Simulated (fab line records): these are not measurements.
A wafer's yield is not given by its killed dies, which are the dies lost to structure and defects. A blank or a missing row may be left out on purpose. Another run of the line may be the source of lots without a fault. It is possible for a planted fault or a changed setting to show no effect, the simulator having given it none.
Code-filled problem report in 8D (eight disciplines) form ; flow ritCmos ; the parts of the form that need people (team, actions taken, sign-off) are left out

## 1. THE ISSUE
Mean NWELL_RS at RIT_WELLDRIVE_RS_MEAS_01: 261.7 ohm/sq over 9 wafers in 3 lots; fault-free wafers: 278.1 ohm/sq, standard deviation 0.75. Measured from the usual mean, that is -22 standard deviations.
The step: measures by four-point-probe.
Seen first at day 4 21:04 on filmMetro-04, wafer L309.1. Wafers with a number at this step in the record: 45, from 15 lots. By rule, "out" or "out of limits" means more than 4 standard deviations away from the usual mean. The other wafers with a number count as sound.

## 2. WHAT IT IS, AND WHAT IT ISN'T
question;is;is not
which readings at this step;NWELL_RS;-
which lots;L309, L310, L311;L296, L297, L298, L300, L301, L302, L303, L305, L307, L308, L313, L319
which wafers of those lots;all that have a number;-
read on which gauges;filmMetro-01, filmMetro-03, filmMetro-04;-
when;from day 4 21:04;"up to then (30 sound wafers); but 6 sound wafers of L313, L319 came after"

## 3. WHAT RULES OUT EACH SUSPECT
Counting: a tool at a process step up to the reading stays a suspect if it ran every lot that is out and no sound lot after the first of them.
- the gauge at RIT_WELLDRIVE_RS_MEAS_01 is ruled out. The wafers that are out were read on 3 gauges (filmMetro-01, filmMetro-03, filmMetro-04).
- furnace-01 at RIT_WELLDRIVE_ANNEAL_00 (time 14700 s): kept. It processed each lot that is out, first L309 at day 4 15:59, and no sound lot thereafter; up to then, the last sound lot it processed was L308 at day 4 10:54. Its own readings are out on those wafers: spikeTcCentreC, spikeTcSourceC, tubeCenterTempC, tube_center_temp_C_max.
The count leaves furnace-01 at RIT_WELLDRIVE_ANNEAL_00.

## 4. THE CAUSE (what the simulator had put in)
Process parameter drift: furnace-01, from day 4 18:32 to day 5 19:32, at RIT_WELLDRIVE_ANNEAL_00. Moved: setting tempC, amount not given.
Only this tool survived the counting.

## 5. SEQUENCE OF EFFECTS, ordered by route
Each row: a reading whose mean over the struck wafers that have a number lies more than 3 standard deviations from the usual. Scope: only readings with a usual standard deviation given in the record; hours: median across lots of the time from each lot's start at the first step in this table that gives one to its start at this step; sigmas: change in usual standard deviations.
hours;step;reading;usual;on struck wafers;change;sigmas
0;RIT_WELLDRIVE_ANNEAL_00;spikeTcCentreC;1103.3 C;1118.8;+15.5;+11
0;RIT_WELLDRIVE_ANNEAL_00;spikeTcLoadC;1128 C;1143;+15;+4.1
0;RIT_WELLDRIVE_ANNEAL_00;spikeTcSourceC;1125.1 C;1139.7;+14.6;+5.9
0;RIT_WELLDRIVE_ANNEAL_00;tubeCenterTempC;1100 C;1115;+15;+99 or more
0;RIT_WELLDRIVE_ANNEAL_00;tube_center_temp_C_max;1103.0;1118.2;+15.2;+31
5;RIT_WELLDRIVE_RS_MEAS_01;NWELL_RS;278.1 ohm/sq;261.7;-16.4;-22
5;RIT_WELLDRIVE_RS_MEAS_02;PWELL_RS;429.8 ohm/sq;414.4;-15.4;-10
Its process steps:
- RIT_WELLDRIVE_ANNEAL_00: time 14700 s.
Later measuring or inspecting steps at which every struck wafer that the step has a row for has a number for every such reading, and none has moved that far: RIT_M1_CD_MEAS_90.

## 6. HOW IT WOULD HAVE BEEN CAUGHT EARLIER
The first out-of-limits reading at a measuring or inspecting step in this record came at day 4 21:04, 3 hours after the fault's start at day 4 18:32.
Tool's own readings at RIT_WELLDRIVE_ANNEAL_00, spikeTcCentreC, spikeTcSourceC, tubeCenterTempC, tube_center_temp_C_max: out on all struck wafers the step has rows for; an alarm limit on them would have tripped on the first.
Among the 3 lots that are out, L311 began RIT_WELLDRIVE_ANNEAL_00 on furnace-01 after day 4 21:04. A hold on the tool at that time would have spared it.
